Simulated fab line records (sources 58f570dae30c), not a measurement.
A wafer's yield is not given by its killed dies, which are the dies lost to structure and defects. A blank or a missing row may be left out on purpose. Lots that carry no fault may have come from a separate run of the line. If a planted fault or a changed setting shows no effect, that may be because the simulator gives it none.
Problem report in the 8D (eight disciplines) form, filled by code + flow berkeley-cmos170 + the parts of the form that need people (team, actions taken, sign-off) are left out

## 1. WHAT IS WRONG
PSD_OVL at UCB170_PSD_OVL_MEAS_07 reads a mean of -155 nm on 9 wafers of 3 lots; wafers without a fault read 1 nm with a standard deviation of 6.1. Relative to the usual mean, that is a shift of -26 standard deviations.
First seen on wafer L965.4, day 11 06:00, on overlay-02. The record holds 45 wafers of 15 lots with a number at this step. By rule, "out" or "out of limits" means more than 4 standard deviations away from the usual mean. The rest of the wafers with a number are treated as sound.

## 2. WHAT IT IS AND WHAT IT IS NOT
| question                    | is                     | is not                                                                    |
|-----------------------------|------------------------|---------------------------------------------------------------------------|
| which readings at this step | PSD_OVL                | -                                                                         |
| which lots                  | L964, L965, L969       | L949, L954, L956, L957, L958, L959, L960, L961, L963, L967, L970, L971    |
| which wafers of those lots  | all that have a number | -                                                                         |
| read on which gauges        | overlay-01, overlay-02 | -                                                                         |
| when                        | from day 11 06:00      | up to then (30 sound wafers); but 6 sound wafers of L970, L971 came after |

## 3. SUSPECTS, AND WHAT RULES EACH OUT
Counting: a tool at any process step up to the reading remains a suspect when it ran all the lots that are out and ran no sound lot after the first of those.
- ruled out: the gauge at UCB170_PSD_OVL_MEAS_07. The wafers that are out were read on 2 gauges (overlay-01, overlay-02).
- krf-scanner-02 at UCB170_PSD_EXPOSE_03 (exposes mask PSELECT MOD, target cd 1200 nm): kept. Every lot that is out went through it, starting with L965 (day 11 05:32), and after that it ran no sound lot; the last sound lot it ran before then is L960 (day 10 07:01).
After counting, what remains is krf-scanner-02 at UCB170_PSD_EXPOSE_03.

## 4. THE CAUSE (what the simulator had put in)
Scanner matching overlay: krf-scanner-02, from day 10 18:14 on, at UCB170_PSD_EXPOSE_03. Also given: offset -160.
Counting left only this tool.

## 5. THE EFFECT CHAIN, in route order
Rows list readings where the struck wafers' mean (over those with a number) sits beyond 3 standard deviations from the usual. Only readings whose record carries a usual standard deviation are examined. hours: median over the lots of the time between each lot's start at the first step of this table that gives one and its start at this step. sigmas: the change, counted in usual standard deviations.
| hours | step                   | reading | usual | on struck wafers | change | sigmas |
|-------|------------------------|---------|-------|------------------|--------|--------|
| 0     | UCB170_PSD_OVL_MEAS_07 | PSD_OVL | 1 nm  | -155             | -156   | -26    |

## 6. WHAT WOULD HAVE CAUGHT IT SOONER
The first out-of-limits reading at a measuring or inspecting step in this record came at day 11 06:00, 12 hours after the fault's start at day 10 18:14.
Among the 3 lots that are out, L969 began UCB170_PSD_EXPOSE_03 on krf-scanner-02 after day 11 06:00. A tool hold placed at that time would have kept it from harm.
